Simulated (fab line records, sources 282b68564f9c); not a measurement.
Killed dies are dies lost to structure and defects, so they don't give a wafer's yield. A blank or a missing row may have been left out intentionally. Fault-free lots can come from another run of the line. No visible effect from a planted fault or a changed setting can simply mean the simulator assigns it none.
Struck lot and sound lot, side by side | flow rit-cmos | 23 out of 202 route steps
Sound: wafers L690.1, L690.4, L690.5. Struck: wafers L687.1, L687.4, L687.6. Last of all comes the cause.
Per side, at each step with rows, come the tool, then ch with its chambers, and then its first start. Under that, the readings that differ: sound wafers | struck wafers | difference of the means | sigmas: that difference in standard deviations of wafers without a fault.
alike: words and numbers the same on both sides, and readings whose means are apart by under 2 such deviations; not compared: readings that were withheld, readings missing a value for some wafer, numbers with overlapping values and no deviation given by the record, and bounds like >300 which may hide the same value.
Wherever a step has rows on one side only, a row that says differs or no value, or a row with sigmas, the two part there. Non-overlapping numbers with no deviation appear without sigmas and do not part them. A reading missing from all wafers of one side parts the sides only when that side holds two or more wafers.

first, 5 steps without rows for these wafers: RIT_GATE_WET_ETCH_00 (etches SiO2 in BOE, target depth 56 nm, time 60 s); RIT_GATE_CLEAN_01 (cleans in SC1, time 600 s); RIT_GATE_CLEAN_02 (cleans in dHF, time 30 s); RIT_GATE_CLEAN_03 (cleans in SC2, time 600 s); RIT_GATE_CLEAN_04 (cleans in dHF, time 60 s).
RIT_FOX2_THK_MEAS_91:
  struck on film-metro-03, day 3 20:55; sound on film-metro-03, day 4 19:05
  alike: FIELD_OXIDE_LEFT_2_THK
then, 2 steps without rows for these wafers: RIT_GATE_OXIDATION_05 (target thk 3 nm, ox time 270 s); RIT_GATE_ANNEAL_06 (time 600 s).
RIT_GATE_THK_MEAS_07:
  struck on film-metro-02, day 4 07:47; sound on film-metro-01, day 5 03:35
  alike: GATE_OXIDE_THK
then, 1 step without rows for these wafers: RIT_GATE_CVD_08 (deposits poly-Si from SiH4, target thk 250 nm, time 2220 s).
RIT_GATE_THK_MEAS_09:
  struck on film-metro-02, day 4 09:28; sound on film-metro-03, day 5 05:16
  alike: GATE_POLY_THK
then, 1 step without rows for these wafers: RIT_GATE_HMDS_10 (prime time 60 s).
RIT_GATE_COAT_11: resist thk 850 nm.
  sound on litho-track-01 ch 0, day 5 05:28; struck on litho-track-02 ch 0, day 4 09:40
  reading                                   | sound             | struck          | difference | sigmas
  model.NOVOLAK_of_GATE_COAT_11.thk-nm (nm) | 852.2 850.5 852.2 | 467.9 466.7 468 | -384.1     |
  alike: spin-speed-rpm
then, 3 steps without rows for these wafers: RIT_GATE_SOFTBAKE_12 (time 60 s); RIT_GATE_EXPOSE_13 (exposes mask M6, target cd 150 nm); RIT_GATE_PEB_14.
RIT_GATE_DEVELOP_15: develop time 52.04 s.
  sound on litho-track-04 ch 0; struck on litho-track-02 ch 0
  reading               | sound             | struck            | difference | sigmas
  model.GATE.cd-nm (nm) | 148.6 145.8 145.7 | 59.63 59.23 59.47 | -87.26     |
RIT_GATE_CD_MEAS_16: target cd 150 nm.
  struck on cd-sem-02, day 4 10:29; sound on cd-sem-01, day 5 06:10
  reading    | sound             | struck         | difference | sigmas
  cd-nm (nm) | 148.4 145.6 145.5 | 59.6 59.3 59.8 | -86.9      | -40
RIT_GATE_OVL_MEAS_17:
  struck on overlay-01, day 4 10:37; sound on overlay-02, day 5 06:17
  alike: GATE_OVL
then, 1 step without rows for these wafers: RIT_GATE_HARDBAKE_18 (time 60 s).
RIT_GATE_ETCH_19: etches poly-Si in SF6/CHF3/O2, stops on SiO2, time 165 s, target depth 312.5 nm.
  sound on rie-si-02 ch 0,1,3, day 5 06:29; struck on rie-si-01 ch 0,3, day 4 10:48
  reading                                   | sound             | struck            | difference | sigmas
  model.NOVOLAK_of_GATE_COAT_11.thk-nm (nm) | 668.9 670.4 671.3 | 335.6 335.2 337.1 | -334.2     |
  model.GATE.cd-nm (nm)                     | 148.4 145.7 145.4 | 59.67 59.2 59.51  | -87.04     |
  alike: drypump-motor-current-A, oes-product-au, rf-fwd-power-W, throttle-valve-pct
  not compared: rf-hours-counter-h
RIT_GATE_STRIP_20: strips in O2, time 180 s.
  sound on plasma-asher-03 ch 0,1, day 5 06:35; struck on plasma-asher-01 ch 0,1, day 4 10:55
  alike: drypump-motor-current-A
  not compared: rf-hours-counter-h
RIT_M1_PROBE_99:
  struck on prober-01, day 5 09:37; sound on prober-02, day 6 07:31
  reading             | sound  | struck  | difference | sigmas
  killed-at-front-end | 9 3 9  | 264 264 | +257       | +83
  killed-dies         | 10 3 9 | 264 264 | +257       | +83
  killed-on-rim       | 1 1 3  | 70 70   | +68        | +53
  alike: killed_at_M0_to_M3, killed-at-contacts, killed-open, killed-short

== WHERE THEY PART ==
First at RIT_GATE_CD_MEAS_16; last, within this record, at RIT_M1_PROBE_99.

WHY: what the simulator had put in
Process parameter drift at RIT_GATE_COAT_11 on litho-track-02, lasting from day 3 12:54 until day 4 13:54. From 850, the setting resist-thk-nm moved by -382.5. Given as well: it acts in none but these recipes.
